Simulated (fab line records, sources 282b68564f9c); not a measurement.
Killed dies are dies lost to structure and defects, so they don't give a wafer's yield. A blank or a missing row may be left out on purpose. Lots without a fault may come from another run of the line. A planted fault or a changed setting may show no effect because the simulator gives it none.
A struck lot beside a sound one | flow rit_cmos | 15 steps out of a route of 202
Sound: wafers L208.3, L208.5, L208.6. Struck: wafers L217.1, L217.3, L217.4. The cause comes at the end.
At each step with rows: each side's tool, then ch and its chambers, then its first start. Under that, the readings that differ: sound wafers | struck wafers | difference of the means | sigmas: that difference in standard deviations of wafers without a fault.
alike: readings whose means differ by less than 2 such deviations, and words and numbers that are the same on both sides. not compared: withheld readings, readings that some wafer has no value for, bounds like >300 that may hide the same value, and numbers for which the record gives no deviation and whose values overlap.
The two part at a step that has a row with sigmas, a row that says differs or no value, or rows on one side only. Numbers that don't overlap but have no deviation are shown without sigmas and don't part them. A reading that every wafer of one side lacks parts them only if that side has two wafers or more.

first, 6 steps without rows for these wafers: RIT_CONTACT_HMDS_02 (prime time 60 s); RIT_CONTACT_COAT_03 (resist thk 1000 nm); RIT_CONTACT_SOFTBAKE_04 (time 60 s); RIT_CONTACT_EXPOSE_05 (exposes mask M11, target cd 1000 nm); RIT_CONTACT_PEB_06; RIT_CONTACT_DEVELOP_07 (develop time 120 s).
RIT_CONTACT_CD_MEAS_08: target cd 1000 nm.
  sound on cd_sem-01, day 3 17:06; struck on cd_sem-02, day 5 18:38
  alike: cd_nm
RIT_CONTACT_OVL_MEAS_09:
  sound on overlay-01, day 3 17:11; struck on overlay-02, day 5 18:45
  alike: CONTACT_OVL
then, 1 step without rows for these wafers: RIT_CONTACT_HARDBAKE_10 (time 60 s).
RIT_CONTACT_ETCH_11: etches SiO2 in CHF3/CF4/Ar, stops on TiSi2, target depth 480 nm, time 320 s.
  sound on rie_diel-04 ch 0,1, day 3 17:22; struck on rie_diel-01 ch 0,2,3, day 5 18:56
  alike: cf4_flow_sccm, drypump_motor_current_A, oes_product_au, throttle_valve_pct
  not compared: rf_hours_counter_h
RIT_CONTACT_STRIP_12: strips in O2, time 180 s.
  sound on plasma_asher-01 ch 0,1, day 3 17:37; struck on plasma_asher-03 ch 0,1, day 5 19:08
  alike: drypump_motor_current_A
  not compared: rf_hours_counter_h
RIT_CONTACT_CD_MEAS_90: target cd 1000 nm.
  sound on cd_sem-01, day 3 17:46; struck on cd_sem-02, day 5 19:18
  alike: cd_nm
RIT_CONTACT_CLEAN_13: cleans in SC1, time 600 s.
  sound on wet_bench-04 ch 0, day 3 17:51; struck on wet_bench-04 ch 2, day 5 19:25
  no value came back on the struck wafers for bath_guard_temp_C (C), bath_heat_duty_pct (%), temp_c (C), time_s (s); on the sound wafers bath_guard_temp_C (C) reads 74.6 74.4 74.7
then, 1 step without rows for these wafers: RIT_CONTACT_CLEAN_14 (cleans in SC2, time 600 s).
RIT_M1_PROBE_99:
  sound on prober-01, day 3 22:37; struck on prober-02, day 5 23:58
  alike: killed_at_contacts, killed_at_front_end, killed_dies, killed_open, killed_short

WHERE THEY PART
Only at RIT_CONTACT_CLEAN_13, within this record. Later steps at which nothing parts them and some readings are alike: RIT_M1_PROBE_99.

WHY: what the simulator had put in
Skipped step whole: wet_bench-04, from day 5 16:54 on, at RIT_CONTACT_CLEAN_13. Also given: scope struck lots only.
